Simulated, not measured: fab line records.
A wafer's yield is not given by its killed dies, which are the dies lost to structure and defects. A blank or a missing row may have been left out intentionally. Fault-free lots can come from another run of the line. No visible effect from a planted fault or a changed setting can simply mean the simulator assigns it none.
fab line records    flow rit_cmos
[record] lots = 7  wafers = 21  last_day = 7
route steps=202 shown ACTIVE@8 FOX1@20 FOX2@23 M1@202
lots that met no fault: from a run of the same line without faults
start_h: hours from the record's first day to the start of the lot's first wafer shown    wait_h: hours since the lot's step before    " unchanged from the row above    L1.1+2: one row covering several wafers at once    - no value, or no start given    * or withheld: withheld    < > ~ a bound
route shown NAME@n: a module of which the file shows steps, and the number in the route of the first    usual: mean/standard deviation taken from wafers without a fault    same: alike in all rows    chamber/n: place in a boat    sites: the reading at each site    _std_site: standard deviation across them    _edge_site: the outer-site mean with the inner-site mean subtracted    radius_mm: how far each site lies from the wafer's centre    mask NAME#n: copy n    behind: tool/chamber where the wafer was last shaped    hold: why the lot went on hold/how many hours it stayed there/how the hold came to an end    device: the transistor (n, p or np) that didn't switch    end of line: at the end of the route, the tests of the same wafers    a step given without rows: its recipe and nothing more    killed: not the wafer's yield, but the dies lost to structure and defects at the first sort    map: the dies of a wafer, with x for killed, . for not killed, _ for no die there
set.NAME: setting as actually run; set.NAME@STEP: the setting as run at that earlier step    model.NAME: the simulator's own value behind a step, which no gauge read
a table for each step, a row for each wafer; lots at some steps of the route
services: a tool's chamber out of use, with start hour (start_h, from the record's first day; less than 0 if before it), hours out, and reason
[[steps]]
[step RIT_ACTIVE_SOFTBAKE_07]
[recipe] resist = NOVOLAK  temp_c = 90  time_s = 60
[step RIT_ACTIVE_EXPOSE_08]
[recipe] mask_id = M1  na = 0.6  source_shape = conventional  sigma_outer = 0.6  target_cd_nm = 1400  dose_mj = 225
[step RIT_ACTIVE_PEB_09]
[recipe] resist = NOVOLAK  temp_c = withheld  time_s = withheld
[step RIT_ACTIVE_DEVELOP_10]
[recipe] resist = NOVOLAK  develop_time_s = 49.27  dev_temp_c = 23
[step RIT_ACTIVE_CD_MEAS_11]
[recipe] target_cd_nm = 1400
[usual] cd_nm = 1399.8/2.6
lot.wafer  tool       chamber  start_h  wait_h  cd_nm
L701.3     cd_sem-02  -        21.86    -       1396.6
L701.4     "          -        "        "       1395.7
L701.6     "          -        "        "       1398.0
L707.2     cd_sem-02  -        49.62    -       1397.3
L707.4     "          -        "        "       1395.8
L707.6     "          -        "        "       1394.9
L711.1     cd_sem-01  -        69.44    -       1397.8
L711.4     "          -        "        "       1398.6
L711.6     "          -        "        "       1395.1
L713.1     cd_sem-02  -        79.56    -       1399.0
L713.3     "          -        "        "       1398.0
L713.6     "          -        "        "       1398.7
L717.2     cd_sem-02  -        99.58    -       1398.5
L717.5     "          -        "        "       1396.3
L717.6     "          -        "        "       1396.1
L721.1     cd_sem-02  -        120.87   -       1401.7
L721.3     "          -        "        "       1402.8
L721.6     "          -        "        "       1403.4
L723.2     cd_sem-01  -        130.36   -       1397.5
L723.3     "          -        "        "       1397.9
L723.4     "          -        "        "       1398.9
[step RIT_ACTIVE_HARDBAKE_12]
[recipe] resist = NOVOLAK  temp_c = 140  time_s = 60
[step RIT_ACTIVE_ETCH_13]
[recipe] stop_on = SiO2  chemistry = SF6  target = Si3N4  time_s = 210  over_etch_frac = 0.3667  SF6_flow_sccm = 200  pressure_mtorr = 260  rf_w = 125  target_depth_a = 2100
[usual] drypump_motor_current_A = 5.9/0.38  oes_product_au = 0.831/0.017  throttle_valve_pct = 7.51/0.14
lot.wafer  tool         chamber  start_h  wait_h  drypump_motor_current_A  oes_product_au  rf_hours_counter_h  throttle_valve_pct
L701.3     rie_diel-01  3        22.09    0.1     6.1                      0.836           35                  7.30
L701.4     "            1        "        "       5.7                      0.819           5                   7.34
L701.6     "            1        "        "       5.7                      0.804           -                   7.35
L707.2     rie_diel-03  1        49.93    0.1     5.1                      0.839           153                 7.50
L707.4     "            2        "        "       6.1                      0.797           71                  7.61
L707.6     "            1        "        "       5.1                      0.837           -                   7.51
L711.1     rie_diel-01  2        69.71    0.1     5.6                      0.825           165                 7.48
L711.4     "            2        "        "       5.5                      0.830           -                   7.50
L711.6     "            0        "        "       6.5                      0.809           -                   7.77
L713.1     rie_diel-04  3        79.83    0.1     5.3                      0.843           108                 7.60
L713.3     "            2        "        "       5.9                      0.835           121                 7.40
L713.6     "            3        "        "       5.3                      0.848           -                   7.60
L717.2     rie_diel-01  1        99.83    0.1     5.7                      0.817           6                   7.33
L717.5     "            0        "        "       6.5                      0.805           -                   7.77
L717.6     "            3        "        "       6.1                      0.836           -                   7.31
L721.1     rie_diel-04  0        121.14   0.1     6.3                      0.840           20                  7.40
L721.3     "            3        "        "       5.3                      0.847           109                 7.59
L721.6     "            2        "        "       5.9                      0.829           -                   7.38
L723.2     rie_diel-01  3        130.61   0.1     6.1                      0.838           37                  7.33
L723.3     "            2        "        "       5.6                      0.833           1                   7.48
L723.4     "            1        "        "       5.7                      0.821           7                   7.36
[step RIT_ACTIVE_STRIP_14]
[recipe] chemistry = O2  time_s = 180  resist = NOVOLAK  platen_temp_c = withheld  power_w = 500  pressure_mtorr = 4000  o2_flow_sccm = 4000
[usual] drypump_motor_current_A = 5.5/0.5  o2_flow_sccm = 4002/12
lot.wafer  tool             chamber  start_h  wait_h  drypump_motor_current_A  o2_flow_sccm  rf_hours_counter_h
L701.3     plasma_asher-04  0        22.28    0.1     5.0                      4006          -
L701.4     "                1        "        "       6.1                      3995          -
L701.6     "                1        "        "       6.1                      3970          -
L707.2     plasma_asher-04  0        50.06    0.1     5.0                      4005          41
L707.4     "                0        "        "       5.0                      4003          -
L707.6     "                0        "        "       5.0                      4006          -
L711.1     plasma_asher-01  0        69.84    0.1     5.1                      4012          44
L711.4     "                1        "        "       6.0                      4006          -
L711.6     "                1        "        "       6.0                      4004          -
L713.1     plasma_asher-01  1        79.97    0.1     5.9                      3994          45
L713.3     "                1        "        "       5.9                      4005          -
L713.6     "                1        "        "       5.9                      3995          -
L717.2     plasma_asher-04  1        99.97    0.1     6.1                      3999          47
L717.5     "                0        "        "       4.9                      4014          -
L717.6     "                1        "        "       6.1                      4008          -
L721.1     plasma_asher-04  1        121.27   0.1     6.1                      3999          50
L721.3     "                1        "        "       6.1                      4016          -
L721.6     "                0        "        "       4.9                      4007          -
L723.2     plasma_asher-04  0        130.74   0.1     5.0                      3989          50
L723.3     "                0        "        "       5.0                      3983          -
L723.4     "                1        "        "       6.1                      3986          -
[step RIT_ACTIVE_CD_MEAS_90]
[recipe] target_cd_nm = 1400
[usual] cd_nm = 1399.9/2.6
lot.wafer  tool       chamber  start_h  wait_h  cd_nm
L701.3     cd_sem-01  -        22.44    0.1     1396.6
L701.4     "          -        "        "       1395.4
L701.6     "          -        "        "       1397.9
L707.2     cd_sem-02  -        50.25    0.1     1397.8
L707.4     "          -        "        "       1395.9
L707.6     "          -        "        "       1394.7
L711.1     cd_sem-02  -        70.02    0.1     1398.0
L711.4     "          -        "        "       1398.0
L711.6     "          -        "        "       1394.6
L713.1     cd_sem-01  -        80.14    0.1     1398.9
L713.3     "          -        "        "       1397.9
L713.6     "          -        "        "       1398.8
L717.2     cd_sem-01  -        100.16   0.1     1399.1
L717.5     "          -        "        "       1396.6
L717.6     "          -        "        "       1396.6
L721.1     cd_sem-02  -        121.45   0.1     1401.6
L721.3     "          -        "        "       1403.0
L721.6     "          -        "        "       1403.6
L723.2     cd_sem-02  -        130.94   0.1     1397.6
L723.3     "          -        "        "       1397.5
L723.4     "          -        "        "       1398.8
[step RIT_ACTIVE_CLEAN_15]
[recipe] chemistry = SC1  mix = 3:3:50  time_s = 600  temp_c = 75
[step RIT_ACTIVE_CLEAN_16]
[recipe] chemistry = dHF  dilution = 50:1  time_s = 30
[step RIT_ACTIVE_CLEAN_17]
[recipe] chemistry = SC2  mix = 3:3:50  time_s = 600  temp_c = 75  dry = n2_spin
[step RIT_FOX1_OXIDATION_00]
[recipe] temp_c = 1100  ambient = H2O  target_thk_a = 3507  p_h2o_torr = 720  ox_time_s = 1130
[usual] spike_tc_load_C = 1127.8/2.6  zone_power_source_pct = 40.3/2.1
lot.wafer  tool        chamber  start_h  wait_h  spike_tc_load_C  zone_power_source_pct
L701.3     furnace-04  0        22.89    0.0     1131.6           41.0
L701.4     "           0        "        "       1130.3           41.7
L701.6     "           0        "        "       1131.4           41.1
L707.2     furnace-01  0        50.72    0.0     1124.1           42.9
L707.4     "           0        "        "       1125.5           42.5
L707.6     "           0        "        "       1123.9           42.3
L711.1     furnace-01  0        70.50    0.0     1125.1           42.0
L711.4     "           0        "        "       1122.9           42.1
L711.6     "           0        "        "       1123.9           42.3
L711.1     furnace-01  0        71.99    0.2     1124.3           42.7
L711.4     "           0        "        "       1124.1           43.2
L711.6     "           0        "        "       1126.9           42.5
L713.1     furnace-04  0        80.65    0.0     1129.1           41.0
L713.3     "           0        "        "       1129.6           41.6
L713.6     "           0        "        "       1131.0           42.3
L717.2     furnace-04  0        100.63   0.0     1129.3           41.1
L717.5     "           0        "        "       1130.0           41.0
L717.6     "           0        "        "       1131.0           41.4
L717.2     furnace-01  0        102.77   0.8     1124.4           42.2
L717.5     "           0        "        "       1123.4           42.9
L717.6     "           0        "        "       1126.3           42.6
L721.1     furnace-03  0        123.89   2.0     1128.6           37.8
L721.3     "           0        "        "       1129.3           37.4
L721.6     "           0        "        "       1130.2           37.5
L721.1     furnace-01  0        127.58   2.4     1125.7           42.3
L721.3     "           0        "        "       1124.5           41.6
L721.6     "           0        "        "       1123.6           42.3
L723.2     furnace-01  0        132.78   1.3     1124.5           41.9
L723.3     "           0        "        "       1124.1           41.7
L723.4     "           0        "        "       1125.4           43.0
[step RIT_FOX1_THK_MEAS_01]
[recipe] reads = SiO2_of_FOX1_OXIDATION_00
[usual] FOX1_OXIDE_THK = 345/6
lot.wafer  tool           chamber  start_h  wait_h  FOX1_OXIDE_THK[nm]
L701.3     film_metro-03  -        24.22    0.0     344
L701.4     "              -        "        "       344
L701.6     "              -        "        "       351
L707.2     film_metro-04  -        52.05    0.0     347
L707.4     "              -        "        "       344
L707.6     "              -        "        "       340
L711.1     film_metro-04  -        73.30    0.0     521
L711.4     "              -        "        "       522
L711.6     "              -        "        "       509
L713.1     film_metro-03  -        81.96    0.0     339
L713.3     "              -        "        "       348
L713.6     "              -        "        "       349
L717.2     film_metro-03  -        104.09   0.0     507
L717.5     "              -        "        "       505
L717.6     "              -        "        "       523
L721.1     film_metro-04  -        128.90   0.0     523
L721.3     "              -        "        "       519
L721.6     "              -        "        "       515
L723.2     film_metro-01  -        134.10   0.0     343
L723.3     "              -        "        "       343
L723.4     "              -        "        "       342
[step RIT_FOX1_WET_ETCH_02]
[recipe] chemistry = BOE  target_depth_nm = 350  time_s = 390  temp_c = 21.5  dry = n2_spin  dilution = 10:1  target = SiO2
[usual] temp_c = 21.50/0.1
lot.wafer  tool          chamber  start_h  wait_h  temp_c  model.Si3N4_of_ACTIVE_CVD_03.thk_nm
L701.3     wet_bench-01  1        24.26    0.0     21.46   136
L701.4     "             1        "        "       21.51   134.8
L701.6     "             1        "        "       21.54   135
L707.2     wet_bench-02  3        52.10    0.0     21.43   135.3
L707.4     "             3        "        "       21.52   134.6
L707.6     "             3        "        "       21.21   134.1
L711.1     wet_bench-01  2        73.36    0.1     21.41   134.2
L711.4     "             2        "        "       21.49   135.4
L711.6     "             2        "        "       21.40   134.4
L713.1     wet_bench-02  2        82.02    0.1     21.70   135.2
L713.3     "             2        "        "       21.63   136.9
L713.6     "             2        "        "       21.59   136.2
L717.2     wet_bench-02  0        104.14   0.0     21.54   133
L717.5     "             0        "        "       21.57   133.5
L717.6     "             0        "        "       21.47   132.8
L721.1     wet_bench-04  1        128.96   0.1     21.49   133.2
L721.3     "             1        "        "       21.60   133
L721.6     "             1        "        "       21.51   135.3
L723.2     wet_bench-01  2        134.15   0.0     21.52   137.9
L723.3     "             2        "        "       21.62   137.2
L723.4     "             2        "        "       21.57   137.7
[step RIT_FOX2_OXIDATION_00]
[recipe] temp_c = 1100  ambient = H2O  target_thk_a = 3507  p_h2o_torr = 720  ox_time_s = 1130
[step RIT_FOX2_THK_MEAS_01]
[recipe] reads = SiO2_of_FOX2_OXIDATION_00
[usual] FOX2_OXIDE_THK = 346/6.6
lot.wafer  tool           chamber  start_h  wait_h  FOX2_OXIDE_THK[nm]
L701.3     film_metro-01  -        25.71    0.0     349
L701.4     "              -        "        "       353
L701.6     "              -        "        "       349
L707.2     film_metro-03  -        54.45    0.0     341
L707.4     "              -        "        "       337
L707.6     "              -        "        "       339
L711.1     film_metro-02  -        75.03    0.0     337
L711.4     "              -        "        "       336
L711.6     "              -        "        "       331
L713.1     film_metro-01  -        83.45    0.0     351
L713.3     "              -        "        "       353
L713.6     "              -        "        "       350
L717.2     film_metro-03  -        108.65   0.0     339
L717.5     "              -        "        "       340
L717.6     "              -        "        "       334
L721.1     film_metro-01  -        130.84   0.0     345
L721.3     "              -        "        "       346
L721.6     "              -        "        "       347
L723.2     film_metro-01  -        135.59   0.0     342
L723.3     "              -        "        "       349
L723.4     "              -        "        "       352
[step RIT_FOX2_CLEAN_02]
[recipe] chemistry = dHF  dilution = 50:1  time_s = 180
lot.wafer  tool          chamber  start_h  wait_h  model.Si3N4_of_ACTIVE_CVD_03.thk_nm
L701.3     wet_bench-01  2        25.75    0.0     129
L701.4     "             2        "        "       127.8
L701.6     "             2        "        "       128
L707.2     wet_bench-03  2        54.50    0.0     128.3
L707.4     "             2        "        "       127.5
L707.6     "             2        "        "       127.1
L711.1     wet_bench-01  2        75.09    0.1     127.2
L711.4     "             2        "        "       128.3
L711.6     "             2        "        "       127.4
L713.1     wet_bench-04  2        83.51    0.1     128.2
L713.3     "             2        "        "       129.9
L713.6     "             2        "        "       129.1
L717.2     wet_bench-03  0        108.70   0.0     126
L717.5     "             0        "        "       126.4
L717.6     "             0        "        "       125.8
L721.1     wet_bench-03  2        130.90   0.1     126.1
L721.3     "             2        "        "       125.9
L721.6     "             2        "        "       128.2
L723.2     wet_bench-03  0        135.64   0.0     130.9
L723.3     "             0        "        "       130.2
L723.4     "             0        "        "       130.6
[step RIT_FOX2_WET_ETCH_03]
[recipe] chemistry = H3PO4  target = Si3N4  target_depth_nm = 195  temp_c = 165  time_s = 2700
[step RIT_M1_PROBE_99]
[usual] killed_at_contacts = 0.1/0.24  killed_at_front_end = 6.7/2.9  killed_dies = 6.8/2.9  killed_open = 3.5/1.8  killed_short = 3.3/2.1
[same] gross_dies = 264  killed_at_M0_to_M3 = 0  killed_at_M4_up = 0  killed_at_back_side = 0  killed_at_other = 0
lot.wafer  tool       chamber  start_h  wait_h  killed_at_contacts  killed_at_front_end  killed_dies  killed_open  killed_short
L707.2     prober-01  -        92.12    0.1     0                   6                    6            3            3
L707.4     prober-01  -        92.22    0.2     0                   4                    4            3            1
L707.6     prober-01  -        92.32    0.2     0                   6                    6            3            3
L717.2     prober-01  -        149.89   0.1     0                   6                    6            4            2
L717.5     prober-01  -        150.04   0.2     0                   9                    9            6            3
L717.6     prober-01  -        150.09   0.2     0                   11                   11           4            7
L721.1     prober-02  -        173.07   0.1     0                   9                    9            1            8
L721.3     prober-02  -        173.17   0.2     0                   12                   12           5            7
L721.6     prober-02  -        173.32   0.2     0                   5                    5            3            2
L723.2     prober-01  -        173.56   0.1     0                   5                    5            2            3
L723.3     prober-01  -        173.61   0.2     1                   4                    5            3            2
L723.4     prober-01  -        173.66   0.2     0                   9                    9            3            6
// killed by level:class
L707.2 SPACER:geometric_particle:short=2 GATE:geometric_particle:short=1 GATE:geometric_particle:open=1 REOX:geometric_particle:open=1 SPACER:geometric_particle:open=1
L707.4 GATE:geometric_particle:open=2 FOX1:geometric_particle:short=1 SILICIDE:geometric_particle:open=1
L707.6 SILICIDE:geometric_particle:short=2 FOX1:geometric_particle:open=1 FOX2:geometric_particle:short=1 GATE:geometric_particle:open=1 SILICIDE:geometric_particle:open=1
L717.2 GATE:geometric_particle:open=2 GATE:geometric_particle:short=1 SPACER:geometric_particle:short=1 SPACER:geometric_particle:open=1 SILICIDE:geometric_particle:open=1
L717.5 GATE:geometric_particle:open=3 FOX1:geometric_particle:open=2 FOX1:geometric_particle:short=1 GATE:geometric_particle:short=1 REOX:geometric_particle:short=1 SPACER:geometric_particle:open=1
L717.6 SPACER:geometric_particle:short=5 GATE:geometric_particle:open=4 GATE:geometric_particle:short=1 SILICIDE:geometric_particle:short=1
L721.1 FOX1:geometric_particle:short=2 GATE:geometric_particle:short=2 REOX:geometric_particle:short=2 ACTIVE:geometric_particle:short=1 FOX2:geometric_particle:open=1 SILICIDE:geometric_particle:short=1
L721.3 FOX1:geometric_particle:short=3 GATE:geometric_particle:short=3 FOX1:geometric_particle:open=2 ACTIVE:geometric_particle:open=1 GATE:geometric_particle:open=1 SPACER:geometric_particle:short=1 SPACER:geometric_particle:open=1
L721.6 SILICIDE:geometric_particle:open=2 FOX1:geometric_particle:open=1 REOX:geometric_particle:short=1 SILICIDE:geometric_particle:short=1
L723.2 GATE:geometric_particle:short=3 GATE:geometric_particle:open=2
L723.3 FOX1:geometric_particle:short=1 GATE:geometric_particle:open=1 REOX:geometric_particle:short=1 SPACER:geometric_particle:open=1 CONTACT:geometric_particle:open=1
L723.4 GATE:geometric_particle:short=3 SPACER:geometric_particle:short=2 GATE:geometric_particle:open=1 REOX:geometric_particle:open=1 SILICIDE:geometric_particle:open=1 SILICIDE:geometric_particle:short=1
[[services]]
tool             chamber  start_h  hours  kind
furnace-04       -        48.60    4.5    pm
rie_diel-03      2        54.87    5.5    repair
rie_diel-01      1        59.20    21.4   repair
rie_diel-04      -        62.88    2.8    pm
rie_diel-04      3        70.85    2.9    repair
rie_diel-01      2        80.58    -      clean
rie_diel-01      2        80.58    10.5   scheduled_down
rie_diel-01      2        80.58    10.5   vent_cycle
rie_diel-03      1        82.92    14.0   repair
furnace-01       -        98.39    2.6    pm
wet_bench-04     -        98.42    3.7    repair
furnace-03       -        102.05   5.5    pm
furnace-04       -        108.13   23.4   pm
furnace-01       -        112.59   1.3    pm
furnace-03       -        114.67   3.3    pm
plasma_asher-01  -        115.41   1.7    repair
rie_diel-03      3        119.29   17.7   repair
plasma_asher-04  -        119.81   1.1    repair
furnace-04       -        131.49   3.4    pm
[[key]]
[first_sign] step = RIT_FOX1_OXIDATION_00  reading = visit  direction = added
[effect] step = RIT_FOX1_THK_MEAS_01  reading = FOX1_OXIDE_THK  direction = up  sigmas = 28  usual = 345  struck = 516
[model_effect] step = RIT_FOX1_WET_ETCH_02  value = Si3N4_of_ACTIVE_CVD_03.thk_nm  without = 137.2  struck = 133.9
[model_effect] step = RIT_FOX2_CLEAN_02  value = Si3N4_of_ACTIVE_CVD_03.thk_nm  without = 130.2  struck = 126.8
met_at RIT_FOX1_OXIDATION_00
struck_wafers L711.1,L711.4,L711.6,L717.2,L717.5,L717.6,L721.1,L721.3,L721.6
rows_end L711.1,L711.4,L711.6
tester_left_out L717,L721
[fault] kind = repeated_step_whole  tool = furnace-01,furnace-03,furnace-04  chamber = -  onset_h = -  steps = RIT_FOX1_OXIDATION_00  times = 1  scope = struck_lots_only
// tester_left_out: of these lots the tester's yield and bins aren't shown, on N5 and GAA mostly nor the transistor test; their killed dies are dies lost to structure and defects alone, not to doping, threshold or leakage, so they don't give the yield
// rows_end: these wafers met a further fault down the route, and their rows from its step on are left out
